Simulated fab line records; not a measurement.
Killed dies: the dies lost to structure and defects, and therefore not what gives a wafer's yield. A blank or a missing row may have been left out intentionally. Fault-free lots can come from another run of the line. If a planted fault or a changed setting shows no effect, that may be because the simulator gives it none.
What tool caused it? | flow rit-cmos | 14 lots, 42 wafers sampled, at 2 steps of a route of 202

## WHAT THE GAUGES SHOWED, per wafer
RIT_ACTIVE_THK_MEAS_02.
lot  | measured    | on            | ACTIVE_OXIDE_THK (nm)
L824 | day 1 12:04 | film-metro-02 | 49.4 49.3 50.5
L825 | day 1 17:57 | film-metro-01 | 50.6 50.2 51.1
L827 | day 2 04:05 | film-metro-04 | 52.0 50.9 51.6
L828 | day 2 10:30 | film-metro-01 | 49.9 50.8 51.4
L829 | day 2 13:03 | film-metro-04 | 51.0 50.5 50.3
L831 | day 2 23:59 | film-metro-04 | 51.0 50.7 50.8
L834 | day 3 14:04 | film-metro-04 | 54.7 54.3 54.7
L835 | day 3 20:06 | film-metro-02 | 50.5 49.8 49.8
L838 | day 4 11:05 | film-metro-02 | 49.3 49.6 49.5
L841 | day 5 02:07 | film-metro-01 | 54.2 54.3 53.9
L842 | day 5 06:31 | film-metro-02 | 50.4 49.5 49.9
L843 | day 5 11:03 | film-metro-04 | 51.6 50.0 50.5
L844 | day 5 16:46 | film-metro-04 | 51.7 50.5 51.8
L845 | day 5 22:05 | film-metro-02 | 50.3 50.2 50.3

## TOOL THAT RAN EACH LOT (tool first, then ch and the chambers of the sampled wafers, then the start)
lot  | RIT_ACTIVE_OXIDATION_01
L824 | furnace-04 ch 0, day 1 10:07
L825 | furnace-03 ch 0, day 1 15:59
L827 | furnace-01 ch 0, day 2 02:09
L828 | furnace-03 ch 0, day 2 08:34
L829 | furnace-03 ch 0, day 2 11:07
L831 | furnace-03 ch 0, day 2 22:04
L834 | furnace-03 ch 0, day 3 12:07
L835 | furnace-01 ch 0, day 3 18:10
L838 | furnace-04 ch 0, day 4 09:09
L841 | furnace-03 ch 0, day 5 00:11
L842 | furnace-01 ch 0, day 5 04:35
L843 | furnace-04 ch 0, day 5 09:07
L844 | furnace-01 ch 0, day 5 14:49
L845 | furnace-01 ch 0, day 5 20:10
- RIT_ACTIVE_OXIDATION_01: target thk 46.8 nm, ox time 3360 s.

## WHAT THE TOOLS THEMSELVES READ (means of the sampled wafers that have a number; where no wafer has one, the mark that the record gives instead)
RIT_ACTIVE_OXIDATION_01.
lot  | tool       | zone-power-centre-pct (%)
L824 | furnace-04 | 45
L825 | furnace-03 | 42
L827 | furnace-01 | 63
L828 | furnace-03 | 42
L829 | furnace-03 | 42
L831 | furnace-03 | 42
L834 | furnace-03 | 42
L835 | furnace-01 | 63
L838 | furnace-04 | 45
L841 | furnace-03 | 42
L842 | furnace-01 | 63
L843 | furnace-04 | 45
L844 | furnace-01 | 63
L845 | furnace-01 | 62

## THE ANSWER, worked out from the rows above alone
Rule: the lots themselves supply what counts as usual. The widest of any qualifying gaps counts: lots, ordered by their means at a reading, are off when they make up no more than a third of the lots, leave a main group of 4 or more, and stand apart from it by 3 or more times the standard deviation of that group's means. If all means in a main group match to the digits the tables above print for the reading, that group is not used. A lot without any number at a reading at which 4 lots or more have one is off too. Any other lot the step has rows for is counted as sound. Order of review: gauges by route order, followed by the tools' own readings, for which a lot's mean as printed above is used. At the first step where some lot is off, the reading lying furthest off is the one used; lots without a number count as furthest.
Off: L834, L841, at RIT_ACTIVE_THK_MEAS_02 (ACTIVE_OXIDE_THK). Mean 50.5 nm and standard deviation 0.59 in the main group.
A tool fits if, at a process step before that reading, it ran every lot that is off, and no sound lot after the first of them. Gauges at RIT_ACTIVE_THK_MEAS_02: tried the same way as those tools. One fits: RIT_ACTIVE_OXIDATION_01 on furnace-03. A fault onset in the window from L831 (day 2 22:04, its last sound lot) to L834 (day 3 12:07, its first lot off) fits.

## WHAT THE SIMULATOR HAD PUT IN
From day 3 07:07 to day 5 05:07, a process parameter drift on furnace-03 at RIT_ACTIVE_OXIDATION_01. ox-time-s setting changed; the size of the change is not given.
Shown lots that were struck: L834, L841. The rule given above showed the same thing.
